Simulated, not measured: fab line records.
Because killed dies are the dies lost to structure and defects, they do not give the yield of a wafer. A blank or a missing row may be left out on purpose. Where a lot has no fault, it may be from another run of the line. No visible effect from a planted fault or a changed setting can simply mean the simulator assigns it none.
Chamber matching	flow rit cmos	rie si-01 running RIT_GATE_ETCH_19: 4 sister chambers
The step etches poly-Si in SF6/CHF3/O2, stops on SiO2, time 165 s, target depth 312.5 nm. 4 wafers are shown with their chamber, then 8 later ones without.

== WAFERS, EACH WITH ITS CHAMBER ==
wafer	chamber	throttle valve pct (%)
L722.3	2	10.28
L722.5	0	10.26
L722.6	3	10.16
L724.4	1	10.26

== WAFERS MISSING THEIR CHAMBER ==
wafer	throttle valve pct (%)
L724.5	10.30
L724.6	10.27
L726.2	10.16
L726.3	10.24
L726.5	10.25
L728.1	10.16
L728.3	10.30
L728.5	10.29

== EACH ONE'S CHAMBER ==
wafer	from the rows above	in truth
L724.5	can't be placed: 2 or 0 or 1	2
L724.6	can't be placed: 0 or 1 or 2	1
L726.2	3	3
L726.3	can't be placed: 0 or 1 or 2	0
L726.5	can't be placed: 0 or 1 or 2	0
L728.1	3	3
L728.3	can't be placed: 2 or 0 or 1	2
L728.5	can't be placed: 2 or 0 or 1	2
2 of 8 placed correctly. These rows do not allow placing 6 (true chamber among the candidates in 6). Wrongly placed: 0.
How it was worked out, from the rows above alone: a wafer's distance from a chamber is the root of the sum, over the readings, of the square of ((its reading less the chamber's mean) divided by the reading's scatter). The wafer belongs to the nearest chamber; if the next one is less than 2 further off, it can't be placed. A chamber's mean is the mean of its shown wafers. The scatter (one wafer shown for each chamber): square how far every hidden wafer sits from the nearest shown wafer, average those squares and take the square root.
